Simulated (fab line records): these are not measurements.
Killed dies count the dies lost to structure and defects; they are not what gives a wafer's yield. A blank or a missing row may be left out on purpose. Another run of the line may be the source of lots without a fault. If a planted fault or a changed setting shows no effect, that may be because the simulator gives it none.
8D (eight disciplines) problem report, filled in by code :: flow rit-cmos :: the parts of the form that need people (team, actions taken, sign-off) are left out

## 1. THE PROBLEM
Wafers without a fault read 1999.7 rpm, standard deviation 1.3; spin-speed-rpm at RIT_NWELL_COAT_01 reads a mean of 1861.1 rpm on 6 wafers belonging to 2 lots. So: -99 or more standard deviations from the usual mean.
The step: resist thk 1300 nm.
The first sign was on wafer L265.3 at day 4 08:47, on litho-track-01. The record has a number at this step for 42 wafers belonging to 14 lots. Rule for "out" (also "out of limits"): further than 4 standard deviations from the usual mean. The rest of the wafers with a number are treated as sound.

## 2. WHAT IT IS, WHAT IT ISN'T
question: which readings at this step
is: spin-speed-rpm
is not: -

question: which lots
is: L265, L268
is not: L253, L254, L256, L257, L258, L259, L260, L261, L262, L264, L266, L274

question: which wafers of those lots
is: all that have a number
is not: -

question: read on which tools
is: litho-track-01
is not: litho-track-03, litho-track-04

question: when
is: from day 4 08:47
is not: up to then (30 sound wafers); but 6 sound wafers of L266, L274 came after

## 3. THE SUSPECTS, EACH WITH WHAT RULES IT OUT
Counting: a tool stays on the suspect list if, at a process step up to the reading, it processed all lots that are out and no sound lot following the first of them.
- litho-track-01 at RIT_NWELL_COAT_01 (resist thk 1300 nm): kept. It processed each lot that is out, first L265 at day 4 08:47, and no sound lot thereafter; up to then, the last sound lot it processed was L264 at day 4 02:45. Its own spin-speed-rpm readings are out on those wafers.
The count leaves litho-track-01 at RIT_NWELL_COAT_01.

## 4. THE CAUSE (what the simulator had put in)
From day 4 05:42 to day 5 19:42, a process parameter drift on litho-track-01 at RIT_NWELL_COAT_01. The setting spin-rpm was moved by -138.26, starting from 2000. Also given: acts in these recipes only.
Counting left only this tool.

## 5. THE CHAIN OF EFFECTS, in route order
Each row: a reading where the mean over the struck wafers with a number is more than 3 standard deviations away from the usual. Readings are gone through only where the record gives a usual standard deviation; hours: the median, over the lots, of the time from a lot's start at the first step in this table giving one to that lot's start at this step; sigmas: the change measured in usual standard deviations.
hours: 0
step: RIT_NWELL_COAT_01
reading: spin-speed-rpm
usual: 1999.7 rpm
on struck wafers: 1861.1
change: -138.6
sigmas: -99 or more
The process steps in it:
- RIT_NWELL_COAT_01: resist thk 1300 nm.

## 6. HOW IT WOULD HAVE BEEN CAUGHT EARLIER
3 hours passed between the start of the fault at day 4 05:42 and the first reading out of limits in this record, taken at day 4 08:47.
